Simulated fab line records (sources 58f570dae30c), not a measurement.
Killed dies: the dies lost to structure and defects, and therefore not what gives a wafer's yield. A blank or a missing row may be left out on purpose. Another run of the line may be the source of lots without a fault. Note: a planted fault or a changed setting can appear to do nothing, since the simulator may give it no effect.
8D (eight disciplines) problem report, filled in by code :: flow berkeleyCmos170 :: the parts of the form that need people (team, actions taken, sign-off) are left out

## 1. THE ISSUE
Wafers free of any fault read 2218 (standard deviation 17) for NLDD_TW at UCB170_NLDD_TW_MEAS_11, against a mean of 2103 on 9 wafers of 3 lots. That puts it -6.8 standard deviations away from the usual mean.
The first sign was on wafer L321.2 at day 9 01:34, on filmMetro-01. Wafers with a number at this step in the record: 45, from 15 lots. Rule for "out" (also "out of limits"): further than 4 standard deviations from the usual mean. The other wafers with a number count as sound.

## 2. WHAT IT IS, AND WHAT IT ISN'T
question: which readings at this step
is: NLDD_TW
is not: -

question: which lots
is: L321, L324, L325
is not: L314, L316, L318, L319, L320, L322, L323, L329, L332, L333, L335, L337

question: which wafers of those lots
is: all that have a number
is not: -

question: read on which gauges
is: filmMetro-01, filmMetro-02, filmMetro-03
is not: -

question: when
is: from day 9 01:34
is not: up to then (15 sound wafers); but 21 sound wafers of L322, L323, L329, L332, L333, L335, L337 came after

## 3. SUSPECTS, AND WHAT RULES EACH OUT
Counting: a tool at a process step up to the reading stays a suspect if it ran every lot that is out and no sound lot after the first of them.
- the gauge at UCB170_NLDD_TW_MEAS_11: ruled out. The wafers that are out were read on 3 gauges (filmMetro-01, filmMetro-02, filmMetro-03).
- implanter-01 at UCB170_NLDD_IMPLANT_09: kept. Every lot that is out went through it, starting with L321 (day 9 01:20), and after that it ran no sound lot; the last sound lot it ran before then is L318 (day 9 00:52).
The count leaves implanter-01 at UCB170_NLDD_IMPLANT_09.

## 4. THE CAUSE (what the simulator had put in)
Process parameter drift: implanter-01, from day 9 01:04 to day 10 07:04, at UCB170_NLDD_IMPLANT_09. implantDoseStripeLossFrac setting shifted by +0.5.
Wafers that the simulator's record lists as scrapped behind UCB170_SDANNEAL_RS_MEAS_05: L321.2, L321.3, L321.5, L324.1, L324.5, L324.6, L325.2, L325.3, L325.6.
After counting, this tool was the only one left.

## 5. SEQUENCE OF EFFECTS, ordered by route
Each row: a reading where the mean over the struck wafers with a number is more than 3 standard deviations away from the usual. Scope: only readings with a usual standard deviation given in the record; hours: median across lots of the time from each lot's start at the first step in this table that gives one to its start at this step; sigmas: change in usual standard deviations.
hours: 0
step: UCB170_NLDD_TW_MEAS_11
reading: NLDD_TW
usual: 2218
on struck wafers: 2103
change: -115
sigmas: -6.8

hours: 15
step: UCB170_SDANNEAL_RS_MEAS_05
reading: NLDD_RS
usual: 616.0 ohm/sq
on struck wafers: 697.1
change: +81.1
sigmas: +58

## 6. WHAT WOULD HAVE CAUGHT IT SOONER
In this record the first reading out of limits at a measuring or inspecting step was taken at day 9 01:34, 0 hours after the fault began at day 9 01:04.
An alarm limit of 4 standard deviations would not have fired on the tool readings at UCB170_NLDD_IMPLANT_09 for which the record gives a usual standard deviation, since none of them was out on any struck wafer.
L324, L325, from the lots that are out (3), started UCB170_NLDD_IMPLANT_09 on implanter-01 later than day 9 01:34. A hold on the tool at that time would have spared those 2.
